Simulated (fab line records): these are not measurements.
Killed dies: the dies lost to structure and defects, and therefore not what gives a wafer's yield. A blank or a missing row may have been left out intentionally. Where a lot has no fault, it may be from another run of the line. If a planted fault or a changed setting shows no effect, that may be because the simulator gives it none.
Which tool is to blame? || flow berkeley_cmos170 || Sampling: 14 lots, 42 wafers, 3 of 331 route steps

== WHAT THE GAUGES READ, wafer by wafer ==
UCB170_M1_CD_MEAS_90 targets a cd of 700 nm. Usual: cd_nm reads 700.3 nm (standard deviation 3).
{"lot": "L188", "measured": "day 6 23:12", "on": "cd_sem-02", "cd_nm (nm)": "697.9 705.9 701.6", "flag": ""}
{"lot": "L189", "measured": "day 7 07:23", "on": "cd_sem-01", "cd_nm (nm)": "703.2 700.1 700.4", "flag": ""}
{"lot": "L190", "measured": "day 7 07:30", "on": "cd_sem-01", "cd_nm (nm)": "695.5 702.3 695.3", "flag": ""}
{"lot": "L192", "measured": "day 7 16:59", "on": "cd_sem-02", "cd_nm (nm)": "699.6 698.5 698.0", "flag": ""}
{"lot": "L191", "measured": "day 7 18:53", "on": "cd_sem-02", "cd_nm (nm)": "701.2 701.8 701.7", "flag": ""}
{"lot": "L193", "measured": "day 8 14:52", "on": "cd_sem-01", "cd_nm (nm)": "697.1 700.4 698.5", "flag": ""}
{"lot": "L197", "measured": "day 9 01:04", "on": "cd_sem-02", "cd_nm (nm)": "706.6 703.7 706.2", "flag": ""}
{"lot": "L199", "measured": "day 9 01:40", "on": "cd_sem-02", "cd_nm (nm)": "698.7 698.4 698.4", "flag": ""}
{"lot": "L196", "measured": "day 9 02:11", "on": "cd_sem-01", "cd_nm (nm)": "697.7 703.7 703.7", "flag": ""}
{"lot": "L202", "measured": "day 10 22:59", "on": "cd_sem-02", "cd_nm (nm)": "679.5 678.7 679.4", "flag": "OFF"}
{"lot": "L207", "measured": "day 11 05:39", "on": "cd_sem-02", "cd_nm (nm)": "678.1 678.6 676.2", "flag": "OFF"}
{"lot": "L208", "measured": "day 11 14:51", "on": "cd_sem-02", "cd_nm (nm)": "698.1 698.5 702.6", "flag": ""}
{"lot": "L210", "measured": "day 11 21:53", "on": "cd_sem-02", "cd_nm (nm)": "698.3 699.8 707.2", "flag": ""}
{"lot": "L211", "measured": "day 11 22:35", "on": "cd_sem-02", "cd_nm (nm)": "699.6 698.1 698.8", "flag": ""}

== TOOL THAT RAN EACH LOT (tool first, then ch and the chambers of the sampled wafers, then the start) ==
{"lot": "L188", "UCB170_M1_METAL_ETCH_12": "rie_metal-03 ch 0,1, day 6 22:57", "UCB170_M1_STRIP_13": "plasma_asher-01 ch 0,1, day 6 23:05"}
{"lot": "L189", "UCB170_M1_METAL_ETCH_12": "rie_metal-04 ch 0,1, day 7 07:03", "UCB170_M1_STRIP_13": "plasma_asher-01 ch 0,1, day 7 07:11"}
{"lot": "L190", "UCB170_M1_METAL_ETCH_12": "rie_metal-03 ch 0,1, day 7 07:12", "UCB170_M1_STRIP_13": "plasma_asher-04 ch 0,1, day 7 07:22"}
{"lot": "L192", "UCB170_M1_METAL_ETCH_12": "rie_metal-02 ch 0,1, day 7 16:43", "UCB170_M1_STRIP_13": "plasma_asher-01 ch 0,1, day 7 16:51"}
{"lot": "L191", "UCB170_M1_METAL_ETCH_12": "rie_metal-03 ch 1, day 7 18:38", "UCB170_M1_STRIP_13": "plasma_asher-04 ch 0, day 7 18:47"}
{"lot": "L193", "UCB170_M1_METAL_ETCH_12": "rie_metal-02 ch 1, day 8 14:38", "UCB170_M1_STRIP_13": "plasma_asher-04 ch 0,1, day 8 14:46"}
{"lot": "L197", "UCB170_M1_METAL_ETCH_12": "rie_metal-03 ch 1, day 9 00:50", "UCB170_M1_STRIP_13": "plasma_asher-01 ch 1, day 9 00:58"}
{"lot": "L199", "UCB170_M1_METAL_ETCH_12": "rie_metal-02 ch 0,1, day 9 01:25", "UCB170_M1_STRIP_13": "plasma_asher-04 ch 0,1, day 9 01:33"}
{"lot": "L196", "UCB170_M1_METAL_ETCH_12": "rie_metal-04 ch 0,1, day 9 01:56", "UCB170_M1_STRIP_13": "plasma_asher-01 ch 1, day 9 02:04"}
{"lot": "L202", "UCB170_M1_METAL_ETCH_12": "rie_metal-02 ch 0,1, day 10 22:46", "UCB170_M1_STRIP_13": "plasma_asher-04 ch 0,1, day 10 22:53"}
{"lot": "L207", "UCB170_M1_METAL_ETCH_12": "rie_metal-02 ch 0,1, day 11 05:25", "UCB170_M1_STRIP_13": "plasma_asher-03 ch 0,1, day 11 05:33"}
{"lot": "L208", "UCB170_M1_METAL_ETCH_12": "rie_metal-04 ch 0,1, day 11 14:37", "UCB170_M1_STRIP_13": "plasma_asher-03 ch 0,1, day 11 14:44"}
{"lot": "L210", "UCB170_M1_METAL_ETCH_12": "rie_metal-04 ch 0,1, day 11 21:38", "UCB170_M1_STRIP_13": "plasma_asher-03 ch 0,1, day 11 21:46"}
{"lot": "L211", "UCB170_M1_METAL_ETCH_12": "rie_metal-03 ch 0,1, day 11 22:22", "UCB170_M1_STRIP_13": "plasma_asher-04 ch 0,1, day 11 22:29"}
- UCB170_M1_METAL_ETCH_12: etches Al in Cl2/BCl3, stops on PSG, target depth 780 nm, time 130 s.
- UCB170_M1_STRIP_13: strips in O2.

== WHAT THE TOOLS THEMSELVES READ (means of the sampled wafers that have a number; where no wafer has one, the mark that the record gives instead) ==
UCB170_M1_METAL_ETCH_12. Usual: drypump_motor_current_A 5.9 A, standard deviation 0.35; oes_product_au 0.861 a.u., standard deviation 0.016; throttle_valve_pct 24.53 %, standard deviation 0.2.
{"lot": "L188", "tool": "rie_metal-03", "drypump_motor_current_A (A)": 5.5, "oes_product_au (a.u.)": 0.843, "throttle_valve_pct (%)": 24.64, "flag": ""}
{"lot": "L189", "tool": "rie_metal-04", "drypump_motor_current_A (A)": 6.3, "oes_product_au (a.u.)": 0.873, "throttle_valve_pct (%)": 24.25, "flag": ""}
{"lot": "L190", "tool": "rie_metal-03", "drypump_motor_current_A (A)": 5.5, "oes_product_au (a.u.)": 0.851, "throttle_valve_pct (%)": 24.64, "flag": ""}
{"lot": "L192", "tool": "rie_metal-02", "drypump_motor_current_A (A)": 6.0, "oes_product_au (a.u.)": 0.854, "throttle_valve_pct (%)": 24.63, "flag": ""}
{"lot": "L191", "tool": "rie_metal-03", "drypump_motor_current_A (A)": 5.5, "oes_product_au (a.u.)": 0.832, "throttle_valve_pct (%)": 24.64, "flag": ""}
{"lot": "L193", "tool": "rie_metal-02", "drypump_motor_current_A (A)": 6.3, "oes_product_au (a.u.)": 0.865, "throttle_valve_pct (%)": 24.60, "flag": ""}
{"lot": "L197", "tool": "rie_metal-03", "drypump_motor_current_A (A)": 5.5, "oes_product_au (a.u.)": 0.839, "throttle_valve_pct (%)": 24.64, "flag": ""}
{"lot": "L199", "tool": "rie_metal-02", "drypump_motor_current_A (A)": 6.0, "oes_product_au (a.u.)": 0.859, "throttle_valve_pct (%)": 24.63, "flag": ""}
{"lot": "L196", "tool": "rie_metal-04", "drypump_motor_current_A (A)": 6.3, "oes_product_au (a.u.)": 0.879, "throttle_valve_pct (%)": 24.25, "flag": ""}
{"lot": "L202", "tool": "rie_metal-02", "drypump_motor_current_A (A)": 6.1, "oes_product_au (a.u.)": 0.861, "throttle_valve_pct (%)": 24.63, "flag": ""}
{"lot": "L207", "tool": "rie_metal-02", "drypump_motor_current_A (A)": 6.1, "oes_product_au (a.u.)": 0.855, "throttle_valve_pct (%)": 24.61, "flag": ""}
{"lot": "L208", "tool": "rie_metal-04", "drypump_motor_current_A (A)": 6.3, "oes_product_au (a.u.)": 0.881, "throttle_valve_pct (%)": 24.40, "flag": ""}
{"lot": "L210", "tool": "rie_metal-04", "drypump_motor_current_A (A)": 6.3, "oes_product_au (a.u.)": 0.876, "throttle_valve_pct (%)": 24.40, "flag": ""}
{"lot": "L211", "tool": "rie_metal-03", "drypump_motor_current_A (A)": 5.5, "oes_product_au (a.u.)": 0.853, "throttle_valve_pct (%)": 24.65, "flag": ""}

UCB170_M1_STRIP_13. Usual: drypump_motor_current_A 5.7 A, standard deviation 0.44; oes_product_au 0.720 a.u., standard deviation 0.0053.
{"lot": "L188", "tool": "plasma_asher-01", "drypump_motor_current_A (A)": 5.9, "oes_product_au (a.u.)": 0.723, "flag": ""}
{"lot": "L189", "tool": "plasma_asher-01", "drypump_motor_current_A (A)": 5.9, "oes_product_au (a.u.)": 0.721, "flag": ""}
{"lot": "L190", "tool": "plasma_asher-04", "drypump_motor_current_A (A)": 5.2, "oes_product_au (a.u.)": 0.722, "flag": ""}
{"lot": "L192", "tool": "plasma_asher-01", "drypump_motor_current_A (A)": 6.0, "oes_product_au (a.u.)": 0.725, "flag": ""}
{"lot": "L191", "tool": "plasma_asher-04", "drypump_motor_current_A (A)": 5.0, "oes_product_au (a.u.)": 0.719, "flag": ""}
{"lot": "L193", "tool": "plasma_asher-04", "drypump_motor_current_A (A)": 5.3, "oes_product_au (a.u.)": 0.722, "flag": ""}
{"lot": "L197", "tool": "plasma_asher-01", "drypump_motor_current_A (A)": 5.8, "oes_product_au (a.u.)": 0.721, "flag": ""}
{"lot": "L199", "tool": "plasma_asher-04", "drypump_motor_current_A (A)": 5.2, "oes_product_au (a.u.)": 0.722, "flag": ""}
{"lot": "L196", "tool": "plasma_asher-01", "drypump_motor_current_A (A)": 5.8, "oes_product_au (a.u.)": 0.720, "flag": ""}
{"lot": "L202", "tool": "plasma_asher-04", "drypump_motor_current_A (A)": 5.2, "oes_product_au (a.u.)": 0.464, "flag": "OFF"}
{"lot": "L207", "tool": "plasma_asher-03", "drypump_motor_current_A (A)": 6.1, "oes_product_au (a.u.)": 0.471, "flag": "OFF"}
{"lot": "L208", "tool": "plasma_asher-03", "drypump_motor_current_A (A)": 6.2, "oes_product_au (a.u.)": 0.725, "flag": ""}
{"lot": "L210", "tool": "plasma_asher-03", "drypump_motor_current_A (A)": 6.2, "oes_product_au (a.u.)": 0.713, "flag": ""}
{"lot": "L211", "tool": "plasma_asher-04", "drypump_motor_current_A (A)": 5.1, "oes_product_au (a.u.)": 0.715, "flag": ""}

== THE ANSWER, worked out from the rows above alone ==
Rule: lot off if the mean of its wafers having a number is beyond 3 standard deviations from the usual mean. A lot without any number at a reading at which 4 lots or more have one is off too. Where the step has rows for the other lots, those lots are counted as sound. First the gauges in route order, then the tools' own readings, where a lot's mean is used as printed above. The first step at which some lot is off is used, and at that step the reading that is off furthest; a lot without a number counts as furthest.
Off, at UCB170_M1_CD_MEAS_90 on cd_nm: L202, L207.
A tool fits if, at a process step before that reading, it ran every lot that is off, and no sound lot after the first of them. The gauges at UCB170_M1_CD_MEAS_90 aren't tried: what is off there is off at UCB170_M1_STRIP_13 too, on other tools, and a gauge's error can't cause that. One fits: UCB170_M1_METAL_ETCH_12 on rie_metal-02. A fault onset in the window from L199 (day 9 01:25, its last sound lot) to L202 (day 10 22:46, its first lot off) fits.

== WHAT THE SIMULATOR HAD PUT IN ==
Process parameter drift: rie_metal-02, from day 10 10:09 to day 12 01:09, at UCB170_M1_METAL_ETCH_12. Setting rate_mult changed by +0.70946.
Struck lots among those shown: L202, L207. Same finding as the rule above.
